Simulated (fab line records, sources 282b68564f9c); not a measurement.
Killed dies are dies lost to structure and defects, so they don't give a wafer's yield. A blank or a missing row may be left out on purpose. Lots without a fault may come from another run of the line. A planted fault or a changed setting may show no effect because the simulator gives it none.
fab line records | flow rit_cmos | part 1 of 2: steps 1 to 33 of 44
record lots=5 wafers=15 last_day=6
route steps=202 shown PSD@144 SDANNEAL@153 NSD@158 PLDD@159 NLDD@160 SILICIDE@161 CONTACT@168 M1@184
lots that met no fault: from a run of the same line without faults
start_h: hours from the record's first day to the start of the lot's first wafer shown | wait_h: hours since the lot's step before | " the same as in the row above | L1.1+2: a row that stands for several wafers | - no value, or no start given | * or withheld: withheld | < > ~ a bound
route shown NAME@n: a module of which the file shows steps, and the number in the route of the first | usual: mean/standard deviation of fault-free wafers | same: alike in all rows | chamber/n: place in a boat | sites: the reading at each site | _std_site: their standard deviation | _edge_site: outer sites' mean less inner sites' | radius_mm: how far each site lies from the wafer's centre | mask NAME#n: copy n | behind: the tool/chamber that last shaped the wafer | hold: why the lot was held/for how many hours/how that ended | device: the transistor (n, p or np) that didn't switch | end of line: the same wafers' tests at the end of the route | a step without rows: its recipe alone | killed: dies lost to structure and defects at the first sort, not the wafer's yield | map: a wafer's dies, x killed, . not, _ none there
set.NAME: the setting as run; set.NAME@STEP: as run at that earlier step | model.NAME: the simulator's own value behind a step, which no gauge read
lots at some steps of the route; a table a step, a row a wafer
services: from which hour (start_h, from the record's first day; less than 0 if before it) a tool's chamber was out of use, for how many hours, and why
## steps
# step RIT_PSD_SOFTBAKE_02
# recipe resist=NOVOLAK temp_c=90 time_s=60
# columns lot.wafer tool chamber start_h wait_h
L078.2+3+5 litho_track-01 0 71.45 0.1
L079.1+2+6 litho_track-04 0 73.79 0.1
L081.2+5+6 litho_track-01 0 84.02 0.1
L086.1+2+6 litho_track-03 0 110.68 0.1
L091.1+3+5 litho_track-01 0 137.77 0.1
# step RIT_PSD_EXPOSE_03
# recipe mask_id=M10 na=0.57 target_cd_nm=40900 dose_mj=250
# columns lot.wafer tool chamber start_h wait_h mask
L078.2+3+5 iline_stepper-01 0 71.59 0.1 M10#0
L079.1+2+6 iline_stepper-01 0 73.94 0.1 M10#0
L081.2+5+6 iline_stepper-01 0 84.16 0.1 M10#0
L086.1+2+6 iline_stepper-01 0 110.96 0.2 M10#0
L091.1+3+5 iline_stepper-01 0 137.92 0.1 M10#0
# step RIT_PSD_PEB_04
# recipe resist=NOVOLAK temp_c=withheld time_s=withheld
# columns lot.wafer tool chamber start_h wait_h
L078.2+3+5 litho_track-01 0 71.71 0.1
L079.1+2+6 litho_track-01 0 74.05 0.1
L081.2+5+6 litho_track-01 0 84.29 0.1
L086.1+2+6 litho_track-04 0 111.14 0.2
L091.1+3+5 litho_track-04 0 138.04 0.1
# step RIT_PSD_DEVELOP_05
# recipe resist=NOVOLAK develop_time_s=50 dev_temp_c=23
# same develop_time_s=50
# columns lot.wafer tool chamber start_h wait_h
L078.2+3+5 litho_track-01 0 - -
L079.1+2+6 litho_track-01 0 - -
L081.2+5+6 litho_track-01 0 - -
L086.1+2+6 litho_track-04 0 - -
L091.1+3+5 litho_track-04 0 - -
# step RIT_PSD_OVL_MEAS_06
# usual PSD_OVL=0.5/1.4
# columns lot.wafer tool chamber start_h wait_h PSD_OVL[nm]
L078.2 overlay-01 - 71.98 - 0.6
L078.3 " - " " 1.5
L078.5 " - " " 0.0
L079.1 overlay-01 - 74.34 - 0.0
L079.2 " - " " 0.6
L079.6 " - " " 0.2
L081.2 overlay-02 - 84.55 - -0.4
L081.5 " - " " 0.5
L081.6 " - " " 0.4
L086.1 overlay-02 - 111.43 - 0.7
L086.2 " - " " 0.0
L086.6 " - " " 0.2
L091.1 overlay-01 - 138.32 - 2.4
L091.3 " - " " 1.8
L091.5 " - " " 1.4
# step RIT_PSD_HARDBAKE_07
# recipe resist=NOVOLAK temp_c=140 time_s=60
# columns lot.wafer tool chamber start_h wait_h
L078.2+3+5 litho_track-04 0 72.05 0.1
L079.1+2+6 litho_track-01 0 74.37 0.0
L081.2+5+6 litho_track-04 0 84.61 0.0
L086.1+2+6 litho_track-03 0 111.55 0.1
L091.1+3+5 litho_track-03 0 138.36 0.0
# step RIT_PSD_IMPLANT_08
# recipe species=BF2 energy_kev=27 dose_cm2=5e+15 tilt_deg=7
# usual dose_ions_cm2=5e+15/5e+12
# columns lot.wafer tool chamber start_h wait_h dose_ions_cm2
L078.2 implanter-03 0 72.20 0.1 4.998e+15
L078.3 " 0 " " 4.994e+15
L078.5 " 0 " " 5.002e+15
L079.1 implanter-03 0 74.52 0.1 5.003e+15
L079.2 " 0 " " 4.997e+15
L079.6 " 0 " " 5e+15
L081.2 implanter-04 0 84.76 0.1 5.006e+15
L081.5 " 0 " " 5.006e+15
L081.6 " 0 " " 5.007e+15
L086.1 implanter-01 0 111.70 0.1 4.998e+15
L086.2 " 0 " " 5.003e+15
L086.6 " 0 " " 4.999e+15
L091.1 implanter-01 0 138.51 0.1 5.001e+15
L091.3 " 0 " " 5e+15
L091.5 " 0 " " 5.007e+15
# step RIT_PSD_STRIP_09
# recipe chemistry=O2 time_s=180 resist=NOVOLAK platen_temp_c=withheld power_w=500 pressure_mtorr=4000 o2_flow_sccm=4000
# usual drypump_motor_current_A=5.8/0.51
# columns lot.wafer tool chamber start_h wait_h drypump_motor_current_A rf_hours_counter_h
L078.2 plasma_asher-03 1 72.33 0.1 5.7 29
L078.3 " 0 " " 6.5 -
L078.5 " 0 " " 6.5 -
L079.1 plasma_asher-03 0 74.67 0.1 6.5 29
L079.2 " 1 " " 5.7 29
L079.6 " 1 " " 5.7 -
L081.2 plasma_asher-01 0 84.88 0.1 5.3 40
L081.5 " 0 " " 5.3 -
L081.6 " 1 " " 5.2 -
L086.1 plasma_asher-04 1 111.85 0.1 6.3 48
L086.2 " 0 " " 5.6 48
L086.6 " 0 " " 5.6 -
L091.1 plasma_asher-04 1 138.66 0.1 6.3 51
L091.3 " 0 " " 5.6 -
L091.5 " 0 " " 5.5 -
# step RIT_PSD_TW_MEAS_10
# usual PSD_TW=3415/18
# columns lot.wafer tool chamber start_h wait_h PSD_TW
L078.2 film_metro-01 - 72.51 0.1 3429
L078.3 " - " " 3421
L078.5 " - " " 3433
L079.1 film_metro-01 - 74.85 0.1 3406
L079.2 " - " " 3430
L079.6 " - " " 3424
L081.2 film_metro-02 - 85.07 0.1 3427
L081.5 " - " " 3403
L081.6 " - " " 3388
L086.1 film_metro-03 - 112.03 0.1 3373
L086.2 " - " " 3390
L086.6 " - " " 3393
L091.1 film_metro-02 - 138.83 0.1 3445
L091.3 " - " " 3465
L091.5 " - " " 3454
# step RIT_SDANNEAL_CLEAN_00
# recipe chemistry=SC1 mix=3:3:50 time_s=600 temp_c=75
# columns lot.wafer tool chamber start_h wait_h
L078.2+3+5 wet_bench-01 0 72.56 0.0
L079.1+2+6 wet_bench-04 1 74.91 0.1
L081.2+5+6 wet_bench-01 3 85.12 0.0
L086.1+2+6 wet_bench-03 1 112.09 0.1
L091.1+3+5 wet_bench-03 2 138.89 0.1
# step RIT_SDANNEAL_CLEAN_01
# recipe chemistry=dHF dilution=50:1 time_s=30
# columns lot.wafer tool chamber start_h wait_h
L078.2+3+5 wet_bench-03 0 72.75 0.0
L079.1+2+6 wet_bench-01 1 75.26 0.0
L081.2+5+6 wet_bench-04 2 85.29 0.0
L086.1+2+6 wet_bench-01 2 112.26 0.0
L091.1+3+5 wet_bench-04 2 139.08 0.0
# step RIT_SDANNEAL_CLEAN_02
# recipe chemistry=SC2 mix=3:3:50 time_s=612.6 temp_c=75 dry=n2_spin
# columns lot.wafer tool chamber start_h wait_h
L078.2+3+5 wet_bench-04 3 72.77 0.0
L079.1+2+6 wet_bench-03 3 75.27 0.0
L081.2+5+6 wet_bench-03 2 85.31 0.0
L086.1+2+6 wet_bench-04 0 112.28 0.0
L091.1+3+5 wet_bench-01 0 139.10 0.0
# step RIT_SDANNEAL_RTA_03
# recipe temp_c=1050 time_s=5 idle_temp_c=600 ramp_up_c_per_s=342 ramp_down_c_per_s=171 cool_to_c=600 ambient=N2
# usual wafer_temp_C_max=1053.7/1.2
# columns lot.wafer tool chamber start_h wait_h wafer_temp_C_max
L078.2 rtp_anneal-02 0 73.13 0.0 1055.2
L078.3 " 0 " " 1056.4
L078.5 " 0 " " 1053.7
L079.1 rtp_anneal-01 0 75.45 0.0 1053.7
L079.2 " 0 " " 1053.0
L079.6 " 0 " " 1052.8
L081.2 rtp_anneal-01 0 85.49 0.0 1053.0
L081.5 " 0 " " 1056.6
L081.6 " 0 " " 1053.6
L086.1 rtp_anneal-02 0 112.46 0.0 1055.2
L086.2 " 0 " " 1053.4
L086.6 " 0 " " 1052.8
L091.1 rtp_anneal-01 0 139.29 0.0 1053.0
L091.3 " 0 " " 1051.4
L091.5 " 0 " " 1053.8
# step RIT_SDANNEAL_RS_MEAS_04
# recipe thk_meas_gauge=four-point-probe
# usual PSD_RS=115.92/0.26
# columns lot.wafer tool chamber start_h wait_h PSD_RS[ohm/sq]
L078.2 film_metro-02 - 73.20 0.1 115.99
L078.3 " - " " 115.66
L078.5 " - " " 116.11
L079.1 film_metro-02 - 75.51 0.0 115.86
L079.2 " - " " 115.88
L079.6 " - " " 115.75
L081.2 film_metro-02 - 85.56 0.1 115.55
L081.5 " - " " 115.74
L081.6 " - " " 115.98
L086.1 film_metro-02 - 112.51 0.0 115.78
L086.2 " - " " 115.21
L086.6 " - " " 115.20
L091.1 film_metro-01 - 139.35 0.0 115.78
L091.3 " - " " 115.78
L091.5 " - " " 115.92
# step RIT_SDANNEAL_RS_MEAS_05
# recipe thk_meas_gauge=four-point-probe
# usual NSD_RS=84.47/0.26
# columns lot.wafer tool chamber start_h wait_h NSD_RS[ohm/sq]
L078.2 film_metro-02 - 73.32 0.1 84.86
L078.3 " - " " 84.62
L078.5 " - " " 84.78
L079.1 film_metro-02 - 75.63 0.1 84.37
L079.2 " - " " 84.26
L079.6 " - " " 84.42
L081.2 film_metro-02 - 85.68 0.1 84.71
L081.5 " - " " 84.66
L081.6 " - " " 84.69
L086.1 film_metro-02 - 112.63 0.1 84.37
L086.2 " - " " 84.35
L086.6 " - " " 84.67
L091.1 film_metro-01 - 139.47 0.1 84.99
L091.3 " - " " 84.89
L091.5 " - " " 84.81
# step RIT_SDANNEAL_RS_MEAS_06
# recipe thk_meas_gauge=four-point-probe
# usual PLDD_RS=176.9/0.5
# columns lot.wafer tool chamber start_h wait_h PLDD_RS[ohm/sq]
L078.2 film_metro-02 - 73.44 0.1 177.5
L078.3 " - " " 177.4
L078.5 " - " " 177.2
L079.1 film_metro-02 - 75.75 0.1 177.6
L079.2 " - " " 176.5
L079.6 " - " " 176.9
L081.2 film_metro-02 - 85.80 0.1 177.2
L081.5 " - " " 177.4
L081.6 " - " " 177.5
L086.1 film_metro-02 - 112.75 0.1 176.0
L086.2 " - " " 176.4
L086.6 " - " " 176.1
L091.1 film_metro-01 - 139.59 0.1 176.5
L091.3 " - " " 176.6
L091.5 " - " " 176.0
# step RIT_SDANNEAL_RS_MEAS_07
# recipe thk_meas_gauge=four-point-probe
# usual NLDD_RS=151.5/0.5
# columns lot.wafer tool chamber start_h wait_h NLDD_RS[ohm/sq]
L078.2 film_metro-02 - 73.56 0.1 150.8
L078.3 " - " " 151.0
L078.5 " - " " 151.0
L079.1 film_metro-02 - 75.87 0.1 151.3
L079.2 " - " " 151.3
L079.6 " - " " 151.6
L081.2 film_metro-02 - 85.92 0.1 151.6
L081.5 " - " " 150.9
L081.6 " - " " 151.4
L086.1 film_metro-02 - 112.87 0.1 151.8
L086.2 " - " " 151.9
L086.6 " - " " 151.7
L091.1 film_metro-01 - 139.71 0.1 151.4
L091.3 " - " " 151.7
L091.5 " - " " 151.7
# step RIT_SILICIDE_WET_ETCH_00
# recipe chemistry=BOE target=SiO2 target_depth_nm=14 time_s=15 dry=n2_spin dilution=10:1 temp_c=21.5
# columns lot.wafer tool chamber start_h wait_h
L078.2+3+5 wet_bench-02 0 73.66 0.1
L079.1+2+6 wet_bench-01 1 75.99 0.1
L081.2+5+6 wet_bench-01 3 86.02 0.1
L086.1+2+6 wet_bench-02 2 112.99 0.1
L091.1+3+5 wet_bench-02 1 139.83 0.1
# step RIT_SILICIDE_SPUTTER_01
# recipe material=Ti target_thk_nm=30 power_w=350 chamber_pressure_pa=0.667 gas=Ar time_s=240 substrate_temp_c=25
# usual cathode_dc_power_W=349.99/0.062 substrate_temp_c=25.00/0.12 throttle_valve_pct=30.2/1.1
# columns lot.wafer tool chamber start_h wait_h cathode_dc_power_W substrate_temp_c throttle_valve_pct
L078.2 pvd_sputter-03 - 73.67 0.0 349.89 25.05 30.2
L078.3 " - " " 350.19 24.90 29.8
L078.5 " - " " 349.86 24.86 30.0
L079.1 pvd_sputter-01 - 76.00 0.0 350.01 24.81 31.2
L079.2 " - " " 349.98 25.06 29.9
L079.6 " - " " 350.03 25.20 29.1
L081.2 pvd_sputter-02 - 86.03 0.0 350.05 25.10 29.0
L081.5 " - " " 350.09 25.01 28.9
L081.6 " - " " 349.98 25.04 29.4
L086.1 pvd_sputter-01 - 113.01 0.0 350.02 25.29 31.4
L086.2 " - " " 350.00 25.29 32.4
L086.6 " - " " 349.97 25.10 31.2
L091.1 pvd_sputter-01 - 139.84 0.0 349.95 25.05 31.1
L091.3 " - " " 349.94 25.02 29.3
L091.5 " - " " 350.07 25.11 29.2
# step RIT_SILICIDE_RS_MEAS_02
# recipe thk_meas_gauge=four-point-probe reads=Ti_of_SILICIDE_SPUTTER_01
# usual SILICIDE_TI_RS=47.6/0.83
# columns lot.wafer tool chamber start_h wait_h SILICIDE_TI_RS[ohm/sq]
L078.2 film_metro-03 - 73.84 0.1 46.1
L078.3 " - " " 48.1
L078.5 " - " " 48.5
L079.1 film_metro-03 - 76.15 0.1 46.7
L079.2 " - " " 47.5
L079.6 " - " " 47.4
L081.2 film_metro-03 - 86.20 0.1 47.8
L081.5 " - " " 47.5
L081.6 " - " " 49.5
L086.1 film_metro-03 - 113.16 0.1 46.9
L086.2 " - " " 47.7
L086.6 " - " " 47.1
L091.1 film_metro-03 - 139.99 0.1 46.4
L091.3 " - " " 47.0
L091.5 " - " " 47.3
# step RIT_SILICIDE_THK_MEAS_03
# recipe thk_meas_gauge=xrf reads=Ti_of_SILICIDE_SPUTTER_01
# usual SILICIDE_TI_THK=30.9/0.46
# columns lot.wafer tool chamber start_h wait_h SILICIDE_TI_THK[nm]
L078.2 film_metro-03 - 73.95 0.1 31.8
L078.3 " - " " 30.7
L078.5 " - " " 30.6
L079.1 film_metro-03 - 76.27 0.1 31.4
L079.2 " - " " 31.1
L079.6 " - " " 31.1
L081.2 film_metro-03 - 86.31 0.1 30.9
L081.5 " - " " 30.9
L081.6 " - " " 29.9
L086.1 film_metro-03 - 113.28 0.1 31.1
L086.2 " - " " 30.8
L086.6 " - " " 31.1
L091.1 film_metro-03 - 140.11 0.1 31.4
L091.3 " - " " 31.0
L091.5 " - " " 31.0
# step RIT_SILICIDE_RTA_04
# recipe temp_c=650 time_s=10 idle_temp_c=25 ramp_up_s=5 ramp_down_s=5 cool_to_c=25 ambient=N2
# usual wafer_temp_C_max=652.4/0.52
# columns lot.wafer tool chamber start_h wait_h wafer_temp_C_max
L078.2 rtp_anneal-01 0 74.01 0.1 651.9
L078.3 " 0 " " 651.9
L078.5 " 0 " " 651.1
L079.1 rtp_anneal-02 0 76.33 0.1 652.2
L079.2 " 0 " " 652.7
L079.6 " 0 " " 652.0
L081.2 rtp_anneal-02 0 86.39 0.1 652.8
L081.5 " 0 " " 653.2
L081.6 " 0 " " 653.2
L086.1 rtp_anneal-01 0 113.34 0.1 652.3
L086.2 " 0 " " 652.1
L086.6 " 0 " " 652.3
L091.1 rtp_anneal-02 0 140.17 0.1 652.0
L091.3 " 0 " " 652.8
L091.5 " 0 " " 652.5
# step RIT_SILICIDE_WET_ETCH_05
# recipe chemistry=SPM target=Ti temp_c=90 time_s=120 dry=n2_spin
# columns lot.wafer tool chamber start_h wait_h
L078.2+3+5 wet_bench-01 2 74.07 0.0
L079.1+2+6 wet_bench-02 0 76.40 0.1
L081.2+5+6 wet_bench-02 3 86.50 0.1
L086.1+2+6 wet_bench-03 0 113.41 0.1
L091.1+3+5 wet_bench-03 2 140.24 0.1
# step RIT_SILICIDE_RTA_06
# recipe temp_c=750 time_s=10 idle_temp_c=25 ramp_up_s=5 ramp_down_s=10 cool_to_c=25 ambient=N2
# usual wafer_temp_C_max=752.8/0.63
# columns lot.wafer tool chamber start_h wait_h wafer_temp_C_max
L078.2 rtp_anneal-02 0 74.12 0.0 752.5
L078.3 " 0 " " 754.1
L078.5 " 0 " " 753.3
L079.1 rtp_anneal-01 0 76.44 0.0 752.6
L079.2 " 0 " " 752.6
L079.6 " 0 " " 752.1
L081.2 rtp_anneal-01 0 86.55 0.0 752.4
L081.5 " 0 " " 752.0
L081.6 " 0 " " 752.7
L086.1 rtp_anneal-02 0 113.45 0.0 753.3
L086.2 " 0 " " 752.8
L086.6 " 0 " " 753.1
L091.1 rtp_anneal-01 0 140.28 0.0 751.8
L091.3 " 0 " " 753.1
L091.5 " 0 " " 752.6
# step RIT_CONTACT_CVD_00
# recipe material=SiO2 target_thk_nm=400 precursor=TEOS temp_c=390 time_s=61 rf_w=411.7
# usual heater_power_w=325/54
# columns lot.wafer tool chamber start_h wait_h heater_power_w
L078.2 pecvd-01 0 74.18 0.0 417
L078.3 " 2 " " 374
L078.5 " 0 " " 435
L079.1 pecvd-02 2 76.51 0.1 338
L079.2 " 1 " " 308
L079.6 " 2 " " 355
L081.2 pecvd-01 2 86.61 0.0 385
L081.5 " 1 " " 390
L081.6 " 2 " " 396
L086.1 pecvd-03 2 113.52 0.1 328
L086.2 " 1 " " 242
L086.6 " 1 " " 257
L091.1 pecvd-02 1 140.35 0.1 264
L091.3 " 0 " " 252
L091.5 " 1 " " 280
# step RIT_CONTACT_THK_MEAS_01
# recipe reads=SiO2_of_CONTACT_CVD_00
# usual CONTACT_TEOS_THK=403/5.4
# columns lot.wafer tool chamber start_h wait_h CONTACT_TEOS_THK[nm]
L078.2 film_metro-04 - 74.24 0.0 403
L078.3 " - " " 392
L078.5 " - " " 403
L079.1 film_metro-04 - 76.58 0.1 394
L079.2 " - " " 398
L079.6 " - " " 405
L081.2 film_metro-04 - 86.67 0.0 394
L081.5 " - " " 412
L081.6 " - " " 403
L086.1 film_metro-01 - 113.57 0.0 394
L086.2 " - " " 393
L086.6 " - " " 397
L091.1 film_metro-04 - 140.40 0.0 401
L091.3 " - " " 398
L091.5 " - " " 408
# step RIT_CONTACT_HMDS_02
# recipe prime_time_s=60 prime_temp_c=140
# columns lot.wafer tool chamber start_h wait_h
L078.2+3+5 litho_track-04 0 74.31 0.1
L079.1+2+6 litho_track-01 0 76.65 0.1
L081.2+5+6 litho_track-02 0 87.02 0.3
L086.1+2+6 litho_track-02 0 113.63 0.1
L091.1+3+5 litho_track-02 0 140.46 0.1
# step RIT_CONTACT_COAT_03
# recipe resist=NOVOLAK spin_rpm=3250 resist_thk_nm=1000
# columns lot.wafer tool chamber start_h wait_h
L078.2+3+5 litho_track-04 0 74.46 0.1
L079.1+2+6 litho_track-01 0 76.80 0.1
L081.2+5+6 litho_track-02 0 87.17 0.1
L086.1+2+6 litho_track-02 0 113.78 0.1
L091.1+3+5 litho_track-02 0 140.61 0.1
# step RIT_CONTACT_SOFTBAKE_04
# recipe resist=NOVOLAK temp_c=90 time_s=60
# columns lot.wafer tool chamber start_h wait_h
L078.2+3+5 litho_track-04 0 74.61 0.1
L079.1+2+6 litho_track-01 0 76.95 0.1
L081.2+5+6 litho_track-02 0 87.32 0.1
L086.1+2+6 litho_track-02 0 113.93 0.1
L091.1+3+5 litho_track-02 0 140.76 0.1
# step RIT_CONTACT_EXPOSE_05
# recipe mask_id=M11 na=0.6 source_shape=conventional sigma_outer=0.5 target_cd_nm=1000 dose_mj=250
# columns lot.wafer tool chamber start_h wait_h mask
L078.2+3+5 iline_stepper-01 0 74.76 0.1 M11#0
L079.1+2+6 iline_stepper-01 0 77.10 0.1 M11#0
L081.2+5+6 iline_stepper-02 0 87.58 0.2 M11#0
L086.1+2+6 iline_stepper-02 0 114.08 0.1 M11#0
L091.1+3+5 iline_stepper-02 0 141.03 0.2 M11#0
# step RIT_CONTACT_PEB_06
# recipe resist=NOVOLAK temp_c=withheld time_s=withheld
# columns lot.wafer tool chamber start_h wait_h
L078.2+3+5 litho_track-04 0 74.88 0.1
L079.1+2+6 litho_track-04 0 77.27 0.1
L081.2+5+6 litho_track-02 0 87.71 0.1
L086.1+2+6 litho_track-04 0 114.20 0.1
L091.1+3+5 litho_track-01 0 141.15 0.1
# step RIT_CONTACT_DEVELOP_07
# recipe resist=NOVOLAK develop_time_s=120 dev_temp_c=23
# same develop_time_s=120
# columns lot.wafer tool chamber start_h wait_h
L078.2+3+5 litho_track-04 0 - -
L079.1+2+6 litho_track-04 0 - -
L081.2+5+6 litho_track-02 0 - -
L086.1+2+6 litho_track-04 0 - -
L091.1+3+5 litho_track-01 0 - -
# step RIT_CONTACT_CD_MEAS_08
# recipe target_cd_nm=1000
# usual cd_nm=999.2/1.9
# columns lot.wafer tool chamber start_h wait_h cd_nm
L078.2 cd_sem-01 - 75.27 - 997.6
L078.3 " - " " 999.7
L078.5 " - " " 997.8
L079.1 cd_sem-02 - 77.67 - 999.4
L079.2 " - " " 997.2
L079.6 " - " " 997.3
L081.2 cd_sem-01 - 88.10 - 1000.4
L081.5 " - " " 1000.2
L081.6 " - " " 999.0
L086.1 cd_sem-02 - 114.60 - 998.1
L086.2 " - " " 996.7
L086.6 " - " " 998.3
L091.1 cd_sem-02 - 141.55 - 997.7
L091.3 " - " " 998.9
L091.5 " - " " 997.6
